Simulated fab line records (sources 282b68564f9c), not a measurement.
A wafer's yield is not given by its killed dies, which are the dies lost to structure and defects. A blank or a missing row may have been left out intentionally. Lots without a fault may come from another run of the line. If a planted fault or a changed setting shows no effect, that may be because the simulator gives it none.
Comparing a struck lot with a sound one + flow rit_cmos + 15 out of 202 route steps
Sound: the wafers L389.2, L389.4, L389.6. Wafers struck: L393.1, L393.2, L393.3. The cause is named last.
At each step with rows: each side's tool, then ch and its chambers, then its first start. Under that, the readings that differ: sound wafers + struck wafers + difference of the means + sigmas: that difference in standard deviations of wafers without a fault.
alike: words and numbers the same on both sides, and readings whose means are apart by under 2 such deviations; not compared: readings that were withheld, readings missing a value for some wafer, numbers with overlapping values and no deviation given by the record, and bounds like >300 which may hide the same value.
The two part at a step that has a row with sigmas, a row that says differs or no value, or rows on one side only. When numbers do not overlap yet have no deviation, they are printed without sigmas and do not part them. Lack of a reading on every wafer of one side parts them only where that side has two or more wafers.

RIT_FOX2_THK_MEAS_01:
  struck on film_metro-04, day 6 10:23; sound on film_metro-02, day 5 16:25
| reading             | sound       | struck      | difference | sigmas |
|---------------------|-------------|-------------|------------|--------|
| FOX2_OXIDE_THK (nm) | 345 340 340 | 362 357 362 | +19        | +3     |
then, 2 steps without rows for these wafers: RIT_FOX2_CLEAN_02 (cleans in dHF, time 180 s); RIT_FOX2_WET_ETCH_03 (etches Si3N4 in H3PO4, target depth 195 nm, time 2700 s).
RIT_FOX2_THK_MEAS_90:
  struck on film_metro-02, day 6 11:20; sound on film_metro-02, day 5 17:22
| reading                     | sound       | struck      | difference | sigmas |
|-----------------------------|-------------|-------------|------------|--------|
| FIELD_OXIDE_LEFT_1_THK (nm) | 318 313 312 | 334 330 335 | +19        | +3     |
then, 6 steps without rows for these wafers: RIT_NWELL_HMDS_00 (prime time 60 s); RIT_NWELL_COAT_01 (resist thk 1300 nm); RIT_NWELL_SOFTBAKE_02 (time 60 s); RIT_NWELL_EXPOSE_03 (exposes mask M2, target cd 43900 nm); RIT_NWELL_PEB_04; RIT_NWELL_DEVELOP_05 (develop time 68 s).
RIT_NWELL_OVL_MEAS_06:
  struck on overlay-02, day 6 12:23; sound on overlay-01, day 5 18:18
  alike: NWELL_OVL
then, 1 step without rows for these wafers: RIT_NWELL_HARDBAKE_07 (time 120 s).
RIT_NWELL_IMPLANT_08:
  sound on implanter-04 ch 0, day 5 18:36; struck on implanter-01 ch 0, day 6 12:41
| reading                   | sound                | struck               | difference | sigmas      |
|---------------------------|----------------------|----------------------|------------|-------------|
| beam_energy_keV           | 169.99 169.96 170.02 | 151.19 151.06 151.15 | -18.86     | -99 or more |
| model.implant.rp_nm (nm)  | 211.5 211.5 211.5    | 190.8 190.8 190.8    | -20.7      |             |
| model.implant.drp_nm (nm) | 68.82 68.82 68.82    | 63.1 63.1 63.1       | -5.7       |             |
  alike: dose_ions_cm2
RIT_NWELL_STRIP_09: strips in O2, time 180 s.
  sound on plasma_asher-02 ch 1, day 5 18:44; struck on plasma_asher-03 ch 0,1, day 6 12:50
| reading                     | sound       | struck      | difference | sigmas |
|-----------------------------|-------------|-------------|------------|--------|
| drypump_motor_current_A (A) | 4.9 4.8 4.8 | 5.6 6.4 6.4 | +1.3       | +2     |
  not compared: rf_hours_counter_h
-- the record jumps here: 2 days lie between the struck wafers' starts before and after (it left off in module NWELL and takes up again in module M1, whose first step shown is number 202 of the route) --
RIT_M1_PROBE_99:
  struck on prober-02, day 8 13:24; sound on prober-02, day 7 15:14
| reading                               | sound                   | struck                  | difference | sigmas |
|---------------------------------------|-------------------------|-------------------------|------------|--------|
| killed_open                           | 4 1 0                   | 7 3 8                   | +4         | +2     |
| model.etest.field_p_metal.vt_v (V)    | -29.14 -30.19 -30.13    | -27.07 -26.76 -27.22    | +2.80      |        |
| model.etest.field_p.vt_v (V)          | -12.54 -12.54 -12.57    | -11.87 -11.76 -11.92    | +0.70      |        |
| model.etest.iso_nwell_nwell.bv_v (V)  | 21.88 21.95 21.71       | 22.83 22.74 22.61       | +0.88      |        |
| model.etest.pmos_narrow.vt_less_v (V) | 0.02359 0.02083 0.02267 | 0.02593 0.02663 0.02921 | +0.00489   |        |
  alike: killed_at_contacts, killed_at_front_end, killed_dies, killed_short

## WHERE THEY PART
At RIT_FOX2_THK_MEAS_01 first; at RIT_M1_PROBE_99 last (within this record only).

WHY: what the simulator had put in
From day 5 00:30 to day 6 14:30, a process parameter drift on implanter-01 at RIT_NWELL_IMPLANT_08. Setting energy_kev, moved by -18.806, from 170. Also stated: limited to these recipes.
